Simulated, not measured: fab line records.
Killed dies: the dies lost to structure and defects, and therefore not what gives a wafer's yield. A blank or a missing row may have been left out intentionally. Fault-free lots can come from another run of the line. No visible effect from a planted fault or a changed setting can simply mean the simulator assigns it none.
What tool caused it?	flow berkeley_cmos170	Sampling: 15 lots, 45 wafers, 4 of 331 route steps

== WHAT THE GAUGES READ, wafer by wafer ==
UCB170_FIELD_THK_MEAS_02. Usual: for FIELD_OXIDE_THK the level is 561 nm and the standard deviation is 13.
lot	measured	on	FIELD_OXIDE_THK (nm)	flag
L498	day 4 18:08	film_metro-03	568 568 574	
L500	day 5 11:37	film_metro-04	568 578 571	
L501	day 5 11:41	film_metro-04	588 580 583	
L502	day 5 15:20	film_metro-04	569 566 576	
L505	day 6 05:28	film_metro-03	548 553 559	
L504	day 6 05:29	film_metro-04	585 576 572	
L506	day 7 03:50	film_metro-03	548 560 550	
L507	day 7 03:50	film_metro-04	573 572 573	
L508	day 7 03:50	film_metro-01	547 559 549	
L509	day 7 03:54	film_metro-04	555 555 555	
L510	day 7 09:31	film_metro-01	563 564 570	
L511	day 7 09:32	film_metro-04	573 562 571	
L513	day 8 03:51	film_metro-01	564 548 557	
L514	day 8 03:55	film_metro-04	557 550 560	
L520	day 9 00:05	film_metro-04	557 556 562	

UCB170_PVT_TW_MEAS_09. Usual: for PVT_TW the level is 505 and the standard deviation is 3.7.
lot	measured	on	PVT_TW	flag
L498	day 5 16:10	film_metro-01	512 507 509	
L500	day 6 14:57	film_metro-04	501 500 501	
L501	day 6 14:15	film_metro-01	506 508 510	
L502	day 6 17:53	film_metro-03	506 505 502	
L505	day 7 15:28	film_metro-03	505 504 505	
L504	day 7 15:50	film_metro-01	504 501 502	
L506	day 8 08:23	film_metro-01	505 505 504	
L507	day 8 08:56	film_metro-03	502 498 501	
L508	day 8 09:29	film_metro-04	505 508 504	
L509	day 8 09:11	film_metro-04	505 510 505	
L510	day 8 14:23	film_metro-04	503 507 506	
L511	day 8 14:26	film_metro-03	500 503 500	
L513	day 9 04:02	film_metro-01	514 512 513	
L514	day 9 03:45	film_metro-03	503 504 504	
L520	day 9 21:04	film_metro-03	504 506 503	

UCB170_NSD_TW_MEAS_10. Usual: for NSD_TW the level is 4176 and the standard deviation is 25.
lot	measured	on	NSD_TW	flag
L498	day 6 17:09	film_metro-01	4178 4181 4183	
L500	day 7 20:08	film_metro-01	4179 4165 4167	
L501	day 7 20:20	film_metro-01	4157 4161 4157	
L502	day 7 20:20	film_metro-03	4192 4153 4179	
L505	day 8 13:55	film_metro-02	4187 4181 4158	
L504	day 8 14:18	film_metro-01	4155 4188 4187	
L506	day 9 07:41	film_metro-03	4150 4159 4160	
L507	day 9 08:19	film_metro-03	4148 4157 4162	
L508	day 9 08:34	film_metro-01	4212 4193 4227	
L509	day 9 07:58	film_metro-01	4198 4191 4213	
L510	day 9 12:34	film_metro-02	4161 4196 4174	
L511	day 9 12:14	film_metro-01	4213 4237 4242	
L513	day 10 08:26	film_metro-03	4148 4146 4173	
L514	day 10 07:02	film_metro-02	4185 4165 4198	
L520	day 11 03:43	film_metro-01	4178 4186 4163	

== EACH LOT AND THE TOOL THAT RAN IT (in order: tool; ch and the chambers of the sampled wafers; start) ==
lot	UCB170_SPACER_CVD_00
L498	pecvd-02 ch 0,2, day 6 08:06
L500	pecvd-02 ch 0,2, day 7 09:56
L501	pecvd-04 ch 1,2, day 7 10:26
L502	pecvd-03 ch 0,1,2, day 7 10:12
L505	pecvd-03 ch 0,2, day 8 06:39
L504	pecvd-04 ch 0,1,2, day 8 06:49
L506	pecvd-03 ch 0,1,2, day 9 01:27
L507	pecvd-04 ch 0,1,2, day 9 01:44
L508	pecvd-03 ch 0,2, day 9 02:05
L509	pecvd-02 ch 0,1,2, day 9 02:05
L510	pecvd-02 ch 0,2, day 9 06:44
L511	pecvd-03 ch 1,2, day 9 06:22
L513	pecvd-03 ch 1,2, day 9 21:54
L514	pecvd-03 ch 1,2, day 9 22:16
L520	pecvd-02 ch 0,1,2, day 10 18:08
- UCB170_SPACER_CVD_00: deposits SiO2 from TEOS/O2, target thk 376 nm, time 47 s.

== WHAT THE TOOLS THEMSELVES READ (means of the sampled wafers that have a number; where no wafer has one, the mark that the record gives instead) ==
UCB170_SPACER_CVD_00. Usual: heater_power_w 263 W, standard deviation 49; rf_fwd_power_W 545.4 W, standard deviation 1.9.
lot	tool	heater_power_w (W)	rf_fwd_power_W (W)	flag
L498	pecvd-02	282	546.9	
L500	pecvd-02	247	546.2	
L501	pecvd-04	260	544.0	
L502	pecvd-03	278	544.1	
L505	pecvd-03	227	544.2	
L504	pecvd-04	284	545.7	
L506	pecvd-03	233	544.6	
L507	pecvd-04	254	545.5	
L508	pecvd-03	243	547.1	
L509	pecvd-02	275	545.0	
L510	pecvd-02	285	545.5	
L511	pecvd-03	293	480.8	OFF
L513	pecvd-03	305	481.0	OFF
L514	pecvd-03	266	479.1	OFF
L520	pecvd-02	287	544.4	

== THE ANSWER, worked out from the rows above alone ==
Rule: a lot is off if the mean of its wafers that have a number lies more than 3 standard deviations from the usual mean. A lot without any number at a reading at which 4 lots or more have one is off too. Where the step has rows for the other lots, those lots are counted as sound. After the gauges, taken in route order, come the tools' own readings; for these a lot's mean is taken, as printed above. The first step at which some lot is off is used, and at that step the reading that is off furthest; a lot without a number counts as furthest.
Off, at UCB170_SPACER_CVD_00 on rf_fwd_power_W: L511, L513, L514.
A tool fits if, at that step or a process step before it, it ran every lot that is off, and no sound lot after the first of them. One fits: pecvd-03 at UCB170_SPACER_CVD_00. A fault onset in the window from L508 (day 9 02:05, its last sound lot) to L511 (day 9 06:22, its first lot off) fits.
The tool's own readings at UCB170_SPACER_CVD_00 bear it out: on the lots that are off they differ by more than 5 times the standard deviation of the sound lots' means. rf_fwd_power_W reads 480.3 W there against 545.3 W on the sound lots.

== WHAT WAS PUT IN BY THE SIMULATOR ==
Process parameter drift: pecvd-03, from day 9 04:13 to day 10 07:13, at UCB170_SPACER_CVD_00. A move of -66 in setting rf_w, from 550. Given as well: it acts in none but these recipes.
Struck lots among those shown: L511, L513, L514. The rule above found the same.
